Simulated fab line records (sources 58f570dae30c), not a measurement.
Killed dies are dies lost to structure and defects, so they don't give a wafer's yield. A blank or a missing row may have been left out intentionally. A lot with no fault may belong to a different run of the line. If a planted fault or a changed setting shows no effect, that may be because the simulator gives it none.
What tool caused it? ; flow berkeley cmos170 ; route of 331 steps, sampled at 1 step: 7 lots, 21 wafers

== WHAT THE GAUGES READ, wafer by wafer ==
UCB170_PSD_OVL_MEAS_07.
lot;measured;on;PSD_OVL (nm)
L434;day 7 03:40;overlay-02;-6 1 0
L435;day 7 22:16;overlay-01;-6 3 -1
L439;day 8 13:05;overlay-01;2 5 3
L436;day 8 13:58;overlay-01;3 4 8
L444;day 10 07:50;overlay-01;1 -2 -2
L447;day 10 13:17;overlay-01;-4 -4 -8
L450;day 11 01:23;overlay-02;4 4 1

== WHICH TOOL RAN EACH LOT (tool, then ch and the chambers of the sampled wafers, then the start) ==
No process step before these readings appears in the record.

== THE ANSWER, worked out from the rows above alone ==
Rule: the lots themselves supply what counts as usual. Put in order of their means at a reading, lots are off if they are a third of the lots or fewer, leave a main group of 4 or more, and stand apart from it by a gap of 3 or more times the standard deviation of the main group's means; of several such gaps the widest counts. A main group whose means are all the same, to the digits that the tables above print for the reading, isn't used. Also off: a lot with no number at a reading for which 4 or more lots have one. Any other lot the step has rows for is counted as sound.
Across all readings shown, no lot is off: no conclusion can be drawn from this.

== WHAT THE SIMULATOR HAD INSERTED ==
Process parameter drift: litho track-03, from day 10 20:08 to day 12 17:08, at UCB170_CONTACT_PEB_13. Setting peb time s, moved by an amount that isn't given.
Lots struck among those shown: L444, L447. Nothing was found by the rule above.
